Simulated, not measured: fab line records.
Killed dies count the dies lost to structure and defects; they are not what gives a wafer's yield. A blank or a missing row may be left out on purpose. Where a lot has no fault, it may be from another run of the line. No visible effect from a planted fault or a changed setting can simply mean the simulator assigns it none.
Which tool was responsible? -- flow berkeley_cmos170 -- 14 lots with 42 wafers sampled at 6 steps, on a route of 331 steps

## WHAT THE GAUGES SHOWED, per wafer
UCB170_GATE_CD_MEAS_12: the cd target is 350 nm. Usual: 349.9 nm for cd_nm, sd 1.4.
lot,measured,on,cd_nm (nm),flag
L118,day 5 16:52,cd_sem-02,348.3 347.8 348.3,
L119,day 5 17:10,cd_sem-02,348.3 347.7 347.3,
L122,day 6 11:53,cd_sem-02,349.3 350.4 349.8,
L120,day 6 11:58,cd_sem-01,351.3 350.8 350.1,
L125,day 7 11:31,cd_sem-02,348.8 349.2 350.2,
L124,day 7 11:46,cd_sem-01,353.0 352.7 352.3,
L130,day 8 22:29,cd_sem-02,348.2 349.9 349.5,
L132,day 8 22:15,cd_sem-01,349.0 350.1 349.1,
L133,day 9 11:52,cd_sem-01,350.7 350.1 349.6,
L134,day 10 01:05,cd_sem-01,352.6 351.6 351.5,
L137,day 10 01:02,cd_sem-02,350.1 349.9 349.2,
L136,day 10 00:48,cd_sem-01,350.3 350.6 350.5,
L139,day 10 21:16,cd_sem-01,351.2 350.4 351.0,
L140,day 10 21:44,cd_sem-02,352.5 351.9 352.5,

UCB170_GATE_OVL_MEAS_13. Usual: GATE_OVL gives -3 nm (standard deviation 5.1).
lot,measured,on,GATE_OVL (nm),flag
L118,day 5 16:59,overlay-02,-4 -2 -2,
L119,day 5 17:15,overlay-01,-9 0 -7,
L122,day 6 11:59,overlay-02,5 -1 -2,
L120,day 6 12:05,overlay-01,-3 6 -2,
L125,day 7 11:37,overlay-01,-2 -3 -4,
L124,day 7 11:53,overlay-02,-1 9 -6,
L130,day 8 22:37,overlay-01,8 -4 -6,
L132,day 8 22:22,overlay-02,-4 3 -1,
L133,day 9 11:59,overlay-01,-3 -13 -7,
L134,day 10 01:13,overlay-01,3 -7 0,
L137,day 10 01:09,overlay-02,-2 -12 -5,
L136,day 10 00:53,overlay-01,-13 -11 -12,
L139,day 10 21:23,overlay-02,2 1 -3,
L140,day 10 21:50,overlay-01,1 -2 -6,

UCB170_PLDD_TW_MEAS_11. Usual: PLDD_TW gives 1029 (standard deviation 18).
lot,measured,on,PLDD_TW,flag
L118,day 5 20:13,film_metro-02,1034 1038 1044,
L119,day 5 21:10,film_metro-01,1006 1010 1007,
L122,day 6 15:00,film_metro-02,1191 1192 1192,OFF
L120,day 6 14:42,film_metro-01,1000 1007 1001,
L125,day 7 13:44,film_metro-03,1015 1017 1017,
L124,day 7 14:10,film_metro-01,1142 1132 1135,OFF
L130,day 9 01:15,film_metro-02,1040 1038 1041,
L132,day 9 00:42,film_metro-01,1002 1004 1007,
L133,day 9 14:04,film_metro-01,1007 1006 1006,
L134,day 10 04:36,film_metro-02,1049 1039 1045,
L137,day 10 04:19,film_metro-02,1042 1041 1040,
L136,day 10 03:57,film_metro-02,1036 1040 1042,
L139,day 11 00:32,film_metro-03,1014 1013 1016,
L140,day 11 00:50,film_metro-02,1055 1050 1047,

UCB170_SDANNEAL_RS_MEAS_04: measurement is done with a four-point probe. Usual: PLDD_RS gives 1032.6 ohm/sq (standard deviation 2.7).
lot,measured,on,PLDD_RS (ohm/sq),flag
L118,day 6 10:26,film_metro-02,1030.5 1034.2 1033.8,
L119,day 6 11:23,film_metro-01,1031.1 1032.0 1030.6,
L122,day 7 03:42,film_metro-02,757.5 757.9 757.0,OFF
L120,day 7 04:05,film_metro-01,1035.9 1033.9 1036.4,
L125,day 8 03:12,film_metro-02,1035.0 1032.7 1031.9,
L124,day 8 03:36,film_metro-01,756.1 759.1 755.1,OFF
L130,day 9 16:05,film_metro-03,1034.3 1033.1 1031.8,
L132,day 9 15:45,film_metro-02,1031.6 1031.5 1032.5,
L133,day 10 00:55,film_metro-01,1036.3 1035.8 1036.3,
L134,day 10 16:13,film_metro-02,1028.5 1026.5 1024.7,
L137,day 10 15:44,film_metro-03,1033.6 1035.8 1032.9,
L136,day 10 15:46,film_metro-02,1035.6 1034.0 1033.8,
L139,day 11 10:08,film_metro-03,1032.7 1030.2 1031.2,
L140,day 11 11:15,film_metro-01,1030.3 1029.2 1029.2,

## WHAT TOOL EACH LOT RAN ON (gives the tool, then ch and the chambers of the sampled wafers, and finally the start)
lot,UCB170_PVT_STRIP_08,UCB170_PLDD_IMPLANT_08
L118,"plasma_asher-04 ch 0,1, day 5 05:29","implanter-02 ch 0, day 5 19:50"
L119,"plasma_asher-01 ch 0,1, day 5 05:43","implanter-04 ch 0, day 5 20:49"
L122,"plasma_asher-01 ch 0,1, day 5 21:10","implanter-02 ch 0, day 6 14:13"
L120,"plasma_asher-03 ch 0,1, day 5 21:26","implanter-04 ch 0, day 6 14:18"
L125,"plasma_asher-04 ch 0,1, day 6 22:50","implanter-01 ch 0, day 7 13:22"
L124,"plasma_asher-03 ch 0,1, day 6 23:04","implanter-04 ch 0, day 7 13:28"
L130,"plasma_asher-04 ch 0,1, day 8 04:08","implanter-01 ch 0, day 9 00:51"
L132,"plasma_asher-04 ch 0,1, day 8 09:39","implanter-04 ch 0, day 9 00:18"
L133,"plasma_asher-01 ch 1, day 8 22:47","implanter-02 ch 0, day 9 13:40"
L134,"plasma_asher-04 ch 0,1, day 9 07:53","implanter-02 ch 0, day 10 04:12"
L137,"plasma_asher-01 ch 0,1, day 9 11:04","implanter-04 ch 0, day 10 03:55"
L136,"plasma_asher-03 ch 0,1, day 9 11:20","implanter-01 ch 0, day 10 03:35"
L139,"plasma_asher-01 ch 0,1, day 10 09:07","implanter-04 ch 0, day 11 00:09"
L140,"plasma_asher-04 ch 0,1, day 10 09:11","implanter-02 ch 0, day 11 00:27"
- UCB170_PVT_STRIP_08: strips in O2.
- UCB170_PLDD_IMPLANT_08

## AS READ BY THE TOOLS THEMSELVES (means over the sampled wafers that have a number; for cases with no such wafer, the mark the record gives instead)
UCB170_PVT_STRIP_08. Usual: drypump_motor_current_A 5.6 A, standard deviation 0.41; oes_product_au 0.734 a.u., standard deviation 0.0045; strip_time_to_endpoint_s 21.57 s, standard deviation 0.061.
lot,tool,drypump_motor_current_A (A),oes_product_au (a.u.),strip_time_to_endpoint_s (s),flag
L118,plasma_asher-04,5.6,0.735,21.60,
L119,plasma_asher-01,5.4,0.736,21.65,
L122,plasma_asher-01,5.4,0.731,21.61,
L120,plasma_asher-03,5.7,0.732,21.51,
L125,plasma_asher-04,5.9,0.732,21.58,
L124,plasma_asher-03,5.6,0.732,21.50,
L130,plasma_asher-04,5.6,0.734,21.53,
L132,plasma_asher-04,6.0,0.733,21.66,
L133,plasma_asher-01,5.5,0.735,21.48,
L134,plasma_asher-04,6.0,0.732,21.57,
L137,plasma_asher-01,5.2,0.733,21.59,
L136,plasma_asher-03,5.7,0.734,21.60,
L139,plasma_asher-01,5.2,0.732,21.51,
L140,plasma_asher-04,6.0,0.734,21.55,

UCB170_PLDD_IMPLANT_08. Usual: tilt_deg 7.001 degrees, standard deviation 0.021.
lot,tool,tilt_deg (degrees),flag
L118,implanter-02,7.004,
L119,implanter-04,6.986,
L122,implanter-02,6.988,
L120,implanter-04,7.006,
L125,implanter-01,6.975,
L124,implanter-04,7.014,
L130,implanter-01,7.003,
L132,implanter-04,7.015,
L133,implanter-02,6.998,
L134,implanter-02,6.995,
L137,implanter-04,7.032,
L136,implanter-01,6.990,
L139,implanter-04,6.993,
L140,implanter-02,7.018,

## THE ANSWER, worked out from the rows above alone
Rule: lot off if the mean of its wafers having a number is beyond 3 standard deviations from the usual mean. Also off: a lot with no number at a reading for which 4 or more lots have one. Any other lot the step has rows for is counted as sound. First the gauges in route order, then the tools' own readings, where a lot's mean is used as printed above. The first step at which some lot is off is used, and at that step the reading that is off furthest; a lot without a number counts as furthest.
Off: L122, L124, at UCB170_PLDD_TW_MEAS_11 (PLDD_TW).
If a tool, at a process step before that reading, ran all the lots that are off and no sound lot after the first of them, it fits. Gauges at UCB170_PLDD_TW_MEAS_11: tried the same way as those tools. Not one of the candidates tried fits.

## WHAT THE SIMULATOR HAD INSERTED
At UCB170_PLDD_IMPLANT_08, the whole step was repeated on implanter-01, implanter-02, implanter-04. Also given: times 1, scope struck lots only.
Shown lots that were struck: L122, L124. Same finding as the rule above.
